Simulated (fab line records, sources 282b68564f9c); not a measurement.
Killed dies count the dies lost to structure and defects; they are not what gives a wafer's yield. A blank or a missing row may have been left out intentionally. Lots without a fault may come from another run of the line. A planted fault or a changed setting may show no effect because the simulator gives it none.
fab line records    flow rit-cmos
[record] lots = 6  wafers = 18  last-day = 7
route steps=202 shown CONTACT@172 M1@184
lots with no fault: from the same line, run without faults
start-h: hours from the record's first day to the start of the lot's first wafer shown    wait-h: time in hours since the lot's previous step    " unchanged from the row above    L1.1+2: a single row standing in for several wafers    - no value, or no start given    * or withheld: withheld    < > ~ a bound
route shown NAME@n: names a module that has steps shown in the file, with the first one's number in the route    usual: mean and standard deviation over wafers with no fault    same: alike in all rows    chamber/n: place in a boat    sites: readings site by site    _std_site: the standard deviation of these    _edge_site: outer sites' mean less inner sites'    radius-mm: for every site, how far away it sits from the centre of the wafer    mask NAME#n: copy n    behind: the tool/chamber that last shaped the wafer    hold: what put the lot on hold/how long, in hours/how the hold closed    device: which transistor (n, p or np) failed to switch    end of line: tests run on the same wafers once the route is complete    a step without rows: its recipe alone    killed: dies that structure and defects cost at the first sort, which is not the same as the wafer's yield    map: the dies of a wafer, with x for killed, . for not killed, _ for no die there
set.NAME: setting as actually run; set.NAME@STEP: the setting as run at that earlier step    model.NAME: the simulator's own value behind a step, which no gauge read
lots at selected steps of the route; one table per step, one row per wafer
services: a tool's chamber out of use, with start hour (start-h, from the record's first day; less than 0 if before it), hours out, and reason
[[steps]]
[step RIT_CONTACT_SOFTBAKE_04]
[recipe] resist = NOVOLAK  temp-c = 90  time-s = 60
[step RIT_CONTACT_EXPOSE_05]
[recipe] mask-id = M11  na = 0.6  source-shape = conventional  sigma-outer = 0.5  target-cd-nm = 1000  dose-mj = 250
[step RIT_CONTACT_PEB_06]
[recipe] resist = NOVOLAK  temp-c = withheld  time-s = withheld
[step RIT_CONTACT_DEVELOP_07]
[recipe] resist = NOVOLAK  develop-time-s = 120  dev-temp-c = 23
[step RIT_CONTACT_CD_MEAS_08]
[recipe] target-cd-nm = 1000
[usual] cd-nm = 999.9/2.5
lot.wafer  tool       chamber  start-h  wait-h  cd-nm
L292.3     cd-sem-02  -        130.35   -       996.9
L292.4     "          -        "        "       995.5
L292.5     "          -        "        "       998.6
L299.2     cd-sem-01  -        149.97   -       1000.3
L299.3     "          -        "        "       999.9
L299.5     "          -        "        "       1000.9
L300.1     cd-sem-01  -        153.61   -       1001.6
L300.2     "          -        "        "       1000.1
L300.5     "          -        "        "       998.7
L301.1     cd-sem-02  -        157.99   -       997.2
L301.2     "          -        "        "       998.4
L301.6     "          -        "        "       998.8
L302.1     cd-sem-02  -        162.19   -       1000.2
L302.2     "          -        "        "       999.2
L302.3     "          -        "        "       998.9
L305.4     cd-sem-01  -        172.38   -       1002.5
L305.5     "          -        "        "       1000.7
L305.6     "          -        "        "       998.6
[step RIT_CONTACT_OVL_MEAS_09]
[usual] CONTACT_OVL = -0.1/1.3
lot.wafer  tool        chamber  start-h  wait-h  CONTACT_OVL[nm]
L292.3     overlay-01  -        130.44   0.1     2.0
L292.4     "           -        "        "       2.8
L292.5     "           -        "        "       3.0
L299.2     overlay-01  -        150.08   0.1     2.0
L299.3     "           -        "        "       1.1
L299.5     "           -        "        "       1.6
L300.1     overlay-01  -        153.73   0.1     0.0
L300.2     "           -        "        "       0.7
L300.5     "           -        "        "       -0.2
L301.1     overlay-01  -        158.11   0.1     0.3
L301.2     "           -        "        "       0.1
L301.6     "           -        "        "       -1.3
L302.1     overlay-02  -        162.31   0.1     -0.3
L302.2     "           -        "        "       -0.2
L302.3     "           -        "        "       0.1
L305.4     overlay-02  -        172.46   0.1     -0.3
L305.5     "           -        "        "       -0.6
L305.6     "           -        "        "       -1.2
[step RIT_CONTACT_HARDBAKE_10]
[recipe] resist = NOVOLAK  temp-c = 140  time-s = 60
[step RIT_CONTACT_ETCH_11]
[recipe] target-depth-a = 4800  over-etch-frac = 0.2  stop-on = TiSi2  chemistry = CHF3/CF4/Ar  target = SiO2  CHF3_flow_sccm = 50  cf4-flow-sccm = 10  Ar_flow_sccm = 100  O2_flow_sccm = 5  pressure-mtorr = 100  rf-w = 200  time-s = 320
[usual] drypump-motor-current-A = 5.9/0.53  oes-product-au = 0.991/0.011  throttle-valve-pct = 8.89/0.15
lot.wafer  tool         chamber  start-h  wait-h  drypump-motor-current-A  oes-product-au  rf-hours-counter-h  throttle-valve-pct
L292.3     rie-diel-04  0        130.84   0.1     6.6                      0.980           51                  9.00
L292.4     "            3        "        "       5.2                      1.009           43                  8.60
L292.5     "            1        "        "       6.2                      1.000           -                   8.92
L299.2     rie-diel-04  0        150.26   0.1     6.5                      0.984           52                  9.01
L299.3     "            3        "        "       5.2                      0.996           43                  8.59
L299.5     "            0        "        "       6.5                      0.982           -                   9.00
L300.1     rie-diel-01  3        153.92   0.1     6.4                      0.980           68                  8.84
L300.2     "            0        "        "       6.3                      0.989           69                  8.94
L300.5     "            2        "        "       5.0                      0.987           -                   8.93
L301.1     rie-diel-01  1        158.43   0.1     5.8                      0.976           49                  8.84
L301.2     "            2        "        "       5.0                      0.980           8                   8.93
L301.6     "            3        "        "       6.3                      0.981           -                   8.84
L302.1     rie-diel-03  3        162.49   0.1     6.5                      0.978           145                 8.78
L302.2     "            0        "        "       5.9                      1.001           98                  9.23
L302.3     "            1        "        "       5.5                      0.997           147                 8.85
L305.4     rie-diel-03  0        172.73   0.1     5.9                      0.998           -                   9.23
L305.5     "            1        "        "       5.5                      1.002           -                   8.86
L305.6     "            3        "        "       6.5                      0.977           -                   8.79
[step RIT_CONTACT_STRIP_12]
[recipe] chemistry = O2  time-s = 180  resist = NOVOLAK  platen-temp-c = withheld  power-w = 500  pressure-mtorr = 4000  o2-flow-sccm = 4000
[usual] drypump-motor-current-A = 5.7/0.45
lot.wafer  tool             chamber  start-h  wait-h  drypump-motor-current-A  rf-hours-counter-h
L292.3     plasma-asher-01  0        131.09   0.2     6.0                      -
L292.4     "                1        "        "       5.0                      -
L292.5     "                1        "        "       5.0                      -
L299.2     plasma-asher-04  0        150.45   0.1     5.3                      52
L299.3     "                1        "        "       5.7                      -
L299.5     "                0        "        "       5.3                      -
L300.1     plasma-asher-04  0        154.11   0.1     5.3                      52
L300.2     "                1        "        "       5.8                      52
L300.5     "                0        "        "       5.3                      -
L301.1     plasma-asher-04  0        158.63   0.1     5.4                      53
L301.2     "                1        "        "       5.7                      53
L301.6     "                1        "        "       5.8                      -
L302.1     plasma-asher-02  0        162.69   0.1     5.5                      6
L302.2     "                1        "        "       6.5                      6
L302.3     "                1        "        "       6.5                      -
L305.4     plasma-asher-02  0        172.88   0.1     5.5                      -
L305.5     "                1        "        "       6.5                      -
L305.6     "                0        "        "       5.5                      -
[step RIT_CONTACT_CD_MEAS_90]
[recipe] target-cd-nm = 1000
[usual] cd-nm = 999.7/2.5
lot.wafer  tool       chamber  start-h  wait-h  cd-nm
L292.3     cd-sem-01  -        131.25   0.1     996.5
L292.4     "          -        "        "       995.3
L292.5     "          -        "        "       997.9
L299.2     cd-sem-02  -        150.64   0.1     999.9
L299.3     "          -        "        "       999.7
L299.5     "          -        "        "       1000.9
L300.1     cd-sem-01  -        154.29   0.1     1001.0
L300.2     "          -        "        "       999.7
L300.5     "          -        "        "       998.2
L301.1     cd-sem-01  -        158.80   0.1     997.6
L301.2     "          -        "        "       997.8
L301.6     "          -        "        "       998.3
L302.1     cd-sem-01  -        162.86   0.1     1000.0
L302.2     "          -        "        "       998.1
L302.3     "          -        "        "       999.1
L305.4     cd-sem-02  -        173.06   0.1     1001.7
L305.5     "          -        "        "       1001.9
L305.6     "          -        "        "       998.9
[step RIT_CONTACT_CLEAN_13]
[recipe] chemistry = SC1  mix = 3:3:50  time-s = 600  temp-c = 75
[step RIT_CONTACT_CLEAN_14]
[recipe] chemistry = SC2  mix = 3:3:50  time-s = 600  temp-c = 75  dry = n2-spin
[step RIT_M1_SPUTTER_00]
[recipe] material = Al  target-thk-nm = 400  power-w = 2000  chamber-pressure-pa = 0.4  gas = Ar  time-s = 500  substrate-temp-c = 25
[usual] throttle-valve-pct = 30.4/1.1
lot.wafer  tool            chamber  start-h  wait-h  throttle-valve-pct  model.Al_of_M1_SPUTTER_00.thk-nm
L292.3     pvd-sputter-02  -        131.85   0.0     31.5                406
L292.4     "               -        "        "       31.0                410.3
L292.5     "               -        "        "       30.8                409
L299.2     pvd-sputter-03  -        151.09   0.0     28.7                398.6
L299.3     "               -        "        "       30.2                402.1
L299.5     "               -        "        "       30.1                403.1
L300.1     pvd-sputter-02  -        154.76   0.0     31.6                408.4
L300.2     "               -        "        "       30.8                409.1
L300.5     "               -        "        "       31.1                457.6
L301.1     pvd-sputter-03  -        159.27   0.0     30.7                397.3
L301.2     "               -        "        "       32.3                394.9
L301.6     "               -        "        "       30.1                386
L302.1     pvd-sputter-03  -        163.33   0.0     29.0                391.8
L302.2     "               -        "        "       32.2                400.4
L302.3     "               -        "        "       30.6                402.4
L305.4     pvd-sputter-02  -        173.50   0.0     30.3                406.4
L305.5     "               -        "        "       31.3                458.2
L305.6     "               -        "        "       31.0                404.6
[step RIT_M1_RS_MEAS_01]
[recipe] thk-meas-gauge = four-point-probe  reads = Al_of_M1_SPUTTER_00
[usual] M1_AL_RS = 0.0731/0.0012
lot.wafer  tool           chamber  start-h  wait-h  M1_AL_RS[ohm/sq]
L292.3     film-metro-03  -        132.18   0.2     0.0722
L292.4     "              -        "        "       0.0713
L292.5     "              -        "        "       0.0717
L299.2     film-metro-03  -        151.41   0.2     0.0736
L299.3     "              -        "        "       0.0729
L299.5     "              -        "        "       0.0727
L300.1     film-metro-03  -        155.05   0.1     0.0719
L300.2     "              -        "        "       0.0718
L300.5     "              -        "        "       0.0638
L301.1     film-metro-01  -        159.57   0.1     0.0738
L301.2     "              -        "        "       0.0743
L301.6     "              -        "        "       0.0759
L302.1     film-metro-02  -        163.63   0.1     0.0750
L302.2     "              -        "        "       0.0733
L302.3     "              -        "        "       0.0729
L305.4     film-metro-03  -        173.85   0.2     0.0722
L305.5     "              -        "        "       0.0639
L305.6     "              -        "        "       0.0726
[step RIT_M1_THK_MEAS_02]
[recipe] thk-meas-gauge = xrf  reads = Al_of_M1_SPUTTER_00
[usual] M1_AL_THK = 398/7.1
lot.wafer  tool           chamber  start-h  wait-h  M1_AL_THK[nm]
L292.3     film-metro-03  -        132.28   0.1     406
L292.4     "              -        "        "       407
L292.5     "              -        "        "       405
L299.2     film-metro-03  -        151.52   0.1     396
L299.3     "              -        "        "       400
L299.5     "              -        "        "       400
L300.1     film-metro-03  -        155.17   0.1     404
L300.2     "              -        "        "       407
L300.5     "              -        "        "       454
L301.1     film-metro-01  -        159.69   0.1     398
L301.2     "              -        "        "       394
L301.6     "              -        "        "       385
L302.1     film-metro-02  -        163.75   0.1     386
L302.2     "              -        "        "       393
L302.3     "              -        "        "       396
L305.4     film-metro-03  -        173.94   0.1     401
L305.5     "              -        "        "       453
L305.6     "              -        "        "       400
[step RIT_M1_HMDS_03]
[recipe] prime-time-s = 60  prime-temp-c = 140
[step RIT_M1_COAT_04]
[recipe] resist = NOVOLAK  spin-rpm = 2000  resist-thk-nm = 1300
[step RIT_M1_SOFTBAKE_05]
[recipe] resist = NOVOLAK  temp-c = 90  time-s = 60
[step RIT_M1_EXPOSE_06]
[recipe] mask-id = M12  na = 0.6  source-shape = conventional  sigma-outer = 0.5  target-cd-nm = 2600  dose-mj = 250
[step RIT_M1_PEB_07]
[recipe] resist = NOVOLAK  temp-c = withheld  time-s = withheld
[step RIT_M1_DEVELOP_08]
[recipe] resist = NOVOLAK  develop-time-s = 68  dev-temp-c = 23
[step RIT_M1_CD_MEAS_09]
[recipe] target-cd-nm = 2600
[usual] cd-nm = 2600.2/2.1
lot.wafer  tool       chamber  start-h  wait-h  cd-nm
L292.3     cd-sem-02  -        133.32   -       2597.8
L292.4     "          -        "        "       2600.2
L292.5     "          -        "        "       2598.9
L299.2     cd-sem-01  -        152.59   -       2594.7
L299.3     "          -        "        "       2593.4
L299.5     "          -        "        "       2595.4
L300.1     cd-sem-02  -        156.24   -       2598.6
L300.2     "          -        "        "       2600.3
L300.5     "          -        "        "       2598.6
L301.1     cd-sem-02  -        160.75   -       2599.6
L301.2     "          -        "        "       2601.7
L301.6     "          -        "        "       2602.2
L302.1     cd-sem-02  -        164.69   -       2599.8
L302.2     "          -        "        "       2600.8
L302.3     "          -        "        "       2602.0
L305.4     cd-sem-02  -        174.91   -       2601.9
L305.5     "          -        "        "       2601.6
L305.6     "          -        "        "       2601.2
[step RIT_M1_OVL_MEAS_10]
[usual] M1_OVL = -1.6/1.5
lot.wafer  tool        chamber  start-h  wait-h  M1_OVL[nm]
L292.3     overlay-02  -        133.41   0.1     -2.7
L292.4     "           -        "        "       -3.2
L292.5     "           -        "        "       -2.8
L299.2     overlay-02  -        152.70   0.1     -1.6
L299.3     "           -        "        "       0.1
L299.5     "           -        "        "       -0.6
L300.1     overlay-02  -        156.36   0.1     -2.0
L300.2     "           -        "        "       -1.7
L300.5     "           -        "        "       -2.5
L301.1     overlay-01  -        160.87   0.1     -1.8
L301.2     "           -        "        "       -2.4
L301.6     "           -        "        "       -0.8
L302.1     overlay-02  -        164.81   0.1     -1.0
L302.2     "           -        "        "       -1.9
L302.3     "           -        "        "       -2.1
L305.4     overlay-02  -        174.99   0.1     -1.7
L305.5     "           -        "        "       -1.6
L305.6     "           -        "        "       -2.3
[step RIT_M1_HARDBAKE_11]
[recipe] resist = NOVOLAK  temp-c = 140  time-s = 120
[step RIT_M1_METAL_ETCH_12]
[recipe] stop-on = SiO2  chemistry = Cl2/BCl3  target = Al  time-s = 165  over-etch-frac = 0.5  pressure-mtorr = 100  target-depth-a = 6000  rf-w = 250  Cl2_flow_sccm = 60  bcl3-flow-sccm = 50
[usual] drypump-motor-current-A = 5.6/0.45  oes-product-au = 0.781/0.014  throttle-valve-pct = 8.28/0.13
lot.wafer  tool          chamber  start-h  wait-h  drypump-motor-current-A  oes-product-au  rf-hours-counter-h  throttle-valve-pct
L292.3     rie-metal-03  0        133.74   0.2     6.1                      0.775           -                   8.14
L292.4     "             1        "        "       6.0                      0.799           -                   8.45
L292.5     "             1        "        "       6.0                      0.794           -                   8.45
L299.2     rie-metal-03  1        153.11   0.2     6.1                      0.788           6                   8.44
L299.3     "             1        "        "       6.0                      0.796           -                   8.44
L299.5     "             0        "        "       6.2                      0.772           -                   8.15
L300.1     rie-metal-04  0        156.64   0.2     5.6                      0.777           0                   8.31
L300.2     "             1        "        "       5.0                      0.777           0                   8.12
L300.5     "             0        "        "       5.6                      0.828           -                   8.28
L301.1     rie-metal-02  0        161.16   0.2     5.0                      0.762           2                   8.18
L301.2     "             1        "        "       5.6                      0.780           2                   8.45
L301.6     "             0        "        "       5.0                      0.743           -                   8.16
L302.1     rie-metal-03  1        165.09   0.2     6.0                      0.777           6                   8.46
L302.2     "             0        "        "       6.2                      0.782           5                   8.14
L302.3     "             0        "        "       6.1                      0.778           -                   8.14
L305.4     rie-metal-03  0        175.31   0.1     6.2                      0.784           -                   8.13
L305.5     "             0        "        "       6.2                      0.838           -                   8.14
L305.6     "             1        "        "       6.0                      0.788           -                   8.45
[step RIT_M1_STRIP_13]
[recipe] chemistry = nmp  resist = NOVOLAK  temp-c = 80  time-s = 600  dry = n2-spin
[step RIT_M1_PROBE_99]
[usual] defect-limited-yield = 97.4/1.2  killed-at-contacts = 0.1/0.25  killed-at-front-end = 7/3.1  killed-dies = 7/3.2  killed-open = 3.3/2  killed-short = 3.5/2  sort_bin_3_pad_short = 0.1/0.18  sort_bin_5_function = 1.6/0.88  sort_bin_6_memory = 0.9/0.58  sort-n-pass = 257/3.2  sort-yield-pct = 97.4/1.2
[same] gross-dies = 264  killed_at_M0_to_M3 = 0  killed_at_M4_up = 0  killed-at-back-side = 0  killed-at-other = 0
lot.wafer  tool       chamber  start-h  wait-h  defect-limited-yield[%]  killed-at-contacts  killed-at-front-end  killed-dies  killed-open  killed-short  sort_bin_3_pad_short[%]  sort_bin_5_function[%]  sort_bin_6_memory[%]  sort-n-pass  sort-yield-pct[%]  model.etest.m1.rs-ohm-sq
L292.3     prober-01  -        136.04   0.2     95.5                     0                   12                   12           5            7             0.4                      2.7                     1.5                   252          95.5               0.07147
L292.4     prober-01  -        136.09   0.2     95.1                     0                   13                   13           5            8             0.4                      3.8                     0.8                   251          95.1               0.07022
L292.5     prober-01  -        136.14   0.2     96.6                     1                   8                    9            5            4             0                        2.7                     0.8                   255          96.6               0.0709
L299.2     prober-02  -        156.28   0.1     95.8                     0                   11                   11           4            7             0                        3.0                     1.1                   253          95.8               0.07304
L299.3     prober-02  -        156.33   0.2     97.0                     0                   8                    8            3            5             0.4                      2.3                     0.4                   256          97.0               0.07176
L299.5     prober-02  -        156.43   0.2     96.2                     0                   10                   10           2            8             0                        1.9                     1.9                   254          96.2               0.07251
L300.1     prober-01  -        158.89   0.1     97.7                     0                   6                    6            4            2             0                        1.9                     0.4                   258          97.7               0.07077
L300.2     prober-01  -        158.94   0.1     95.8                     0                   11                   11           5            6             0                        3.4                     0.8                   253          95.8               0.07103
L300.5     prober-01  -        159.09   0.2     97.7                     0                   6                    6            4            2             0                        1.1                     1.1                   258          97.7               0.06363
L301.1     prober-02  -        163.41   0.1     98.9                     0                   3                    3            1            2             0                        1.1                     0                     261          98.9               0.07277
L301.2     prober-02  -        163.46   0.1     98.5                     0                   4                    4            1            3             0                        0.8                     0.8                   260          98.5               0.07363
L301.6     prober-02  -        163.66   0.2     98.1                     0                   5                    5            2            3             0.4                      1.1                     0.4                   259          98.1               0.07529
L302.1     prober-01  -        167.34   0.1     95.1                     0                   13                   13           9            4             0                        3.4                     1.5                   251          95.1               0.07425
L302.2     prober-01  -        167.39   0.1     98.9                     0                   3                    3            1            2             0                        1.1                     0                     261          98.9               0.07221
L302.3     prober-01  -        167.44   0.2     96.2                     0                   10                   10           3            7             0.4                      2.7                     0.8                   254          96.2               0.07213
L305.4     prober-02  -        177.66   0.2     94.3                     0                   15                   15           7            8             0                        3.8                     1.9                   249          94.3               0.0711
L305.5     prober-02  -        177.71   0.2     93.9                     0                   16                   16           7            9             0.4                      4.5                     1.1                   248          93.9               0.06347
L305.6     prober-02  -        177.76   0.2     96.6                     1                   8                    9            6            3             0                        1.1                     2.3                   255          96.6               0.07162
// killed by level:class
L292.3 FOX1:geometric-particle:short=3 FOX2:geometric-particle:open=2 FOX2:geometric-particle:short=2 GATE:geometric-particle:short=2 GATE:geometric-particle:open=1 SPACER:geometric-particle:open=1 SILICIDE:geometric-particle:open=1
L292.4 GATE:geometric-particle:short=3 FOX1:geometric-particle:short=2 GATE:geometric-particle:open=2 REOX:geometric-particle:short=2 FOX1:geometric-particle:open=1 REOX:geometric-particle:open=1 SPACER:geometric-particle:open=1 SPACER:geometric-particle:short=1
L292.5 SILICIDE:geometric-particle:open=3 FOX1:geometric-particle:short=2 FOX1:geometric-particle:open=1 GATE:geometric-particle:open=1 GATE:geometric-particle:short=1 CONTACT:geometric-particle:short=1
L299.2 GATE:geometric-particle:short=3 GATE:geometric-particle:open=2 REOX:geometric-particle:short=2 REOX:geometric-particle:open=2 FOX1:geometric-particle:short=1 FOX2:geometric-particle:short=1
L299.3 GATE:geometric-particle:short=3 FOX1:geometric-particle:short=1 FOX2:geometric-particle:open=1 GATE:geometric-particle:open=1 SPACER:geometric-particle:open=1 SPACER:geometric-particle:short=1
L299.5 GATE:geometric-particle:short=5 SILICIDE:geometric-particle:short=2 REOX:geometric-particle:open=1 REOX:geometric-particle:short=1 SILICIDE:geometric-particle:open=1
L300.1 REOX:geometric-particle:open=2 FOX2:geometric-particle:short=1 GATE:geometric-particle:open=1 REOX:geometric-particle:short=1 SPACER:geometric-particle:open=1
L300.2 SILICIDE:geometric-particle:short=3 REOX:geometric-particle:short=2 REOX:geometric-particle:open=2 FOX1:geometric-particle:short=1 GATE:geometric-particle:open=1 SPACER:geometric-particle:open=1 SILICIDE:geometric-particle:open=1
L300.5 GATE:geometric-particle:open=3 FOX1:geometric-particle:short=1 GATE:geometric-particle:short=1 SPACER:geometric-particle:open=1
L301.1 FOX1:geometric-particle:short=1 GATE:geometric-particle:short=1 REOX:geometric-particle:open=1
L301.2 REOX:geometric-particle:short=2 GATE:geometric-particle:short=1 GATE:geometric-particle:open=1
L301.6 GATE:geometric-particle:short=2 FOX1:geometric-particle:open=1 GATE:geometric-particle:open=1 SPACER:geometric-particle:short=1
L302.1 GATE:geometric-particle:short=3 GATE:geometric-particle:open=3 SILICIDE:geometric-particle:open=3 FOX1:geometric-particle:open=2 SPACER:geometric-particle:open=1 SILICIDE:geometric-particle:short=1
L302.2 FOX1:geometric-particle:short=1 GATE:geometric-particle:open=1 SILICIDE:geometric-particle:short=1
L302.3 FOX1:geometric-particle:short=2 GATE:geometric-particle:open=2 GATE:geometric-particle:short=2 SPACER:geometric-particle:short=2 SILICIDE:geometric-particle:short=1 SILICIDE:geometric-particle:open=1
L305.4 GATE:geometric-particle:open=4 FOX2:geometric-particle:short=2 GATE:geometric-particle:short=2 SPACER:geometric-particle:open=2 SPACER:geometric-particle:short=2 FOX1:geometric-particle:short=1 REOX:geometric-particle:short=1 REOX:geometric-particle:open=1
L305.5 GATE:geometric-particle:short=4 FOX2:geometric-particle:open=2 GATE:geometric-particle:open=2 REOX:geometric-particle:open=2 REOX:geometric-particle:short=2 SPACER:geometric-particle:short=2 FOX1:geometric-particle:open=1 FOX2:geometric-particle:short=1
L305.6 GATE:geometric-particle:open=2 SPACER:geometric-particle:open=2 FOX1:geometric-particle:open=1 GATE:geometric-particle:short=1 SPACER:geometric-particle:short=1 SILICIDE:geometric-particle:open=1 CONTACT:geometric-particle:short=1
[[services]]
tool             chamber  start-h  hours  kind
plasma-asher-02  -        108.75   9.0    pm
plasma-asher-02  0        108.75   9.0    vent-cycle
plasma-asher-02  1        108.75   9.0    vent-cycle
rie-diel-01      2        109.64   9.8    repair
pvd-sputter-02   -        112.11   2.4    repair
plasma-asher-01  -        112.30   2.8    pm
plasma-asher-02  0        117.75   -      clean
plasma-asher-02  1        117.75   -      clean
rie-metal-04     -        136.12   20.0   pm
rie-metal-04     0        136.12   20.0   vent-cycle
rie-metal-04     1        136.12   20.0   vent-cycle
rie-diel-04      2        137.27   16.2   repair
rie-metal-04     0        156.12   -      clean
rie-metal-04     1        156.12   -      clean
rie-diel-03      2        167.20   6.1    repair
rie-diel-03      1        173.26   -      clean
[[key]]
[first-sign] step = RIT_M1_RS_MEAS_01  reading = M1_AL_RS  direction = down  sigmas = 7.8  usual = 0.0731  struck = 0.0638
[effect] step = RIT_M1_THK_MEAS_02  reading = M1_AL_THK  direction = up  sigmas = 7.8  usual = 398  struck = 454
[effect] step = RIT_M1_METAL_ETCH_12  reading = oes-product-au  direction = up  sigmas = 3.8  usual = 0.781  struck = 0.833
[model-effect] step = RIT_M1_SPUTTER_00  value = Al_of_M1_SPUTTER_00.thk-nm  without = 409.9  struck = 457.9
[model-effect] step = RIT_M1_PROBE_99  value = etest.m1.rs-ohm-sq  without = 0.07097  struck = 0.06355
met-at RIT_M1_SPUTTER_00
struck-wafers L300.5,L305.5
onset-between 131.85 154.76
[fault] kind = process-parameter-drift  tool = pvd-sputter-02  chamber = -  onset-h = 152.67  steps = RIT_M1_SPUTTER_00  channel = target-thk-nm  offset = 48  shape = step  end-h = 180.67  acts-in = these-recipes-only  stated = 400  scope = struck-wafers-only
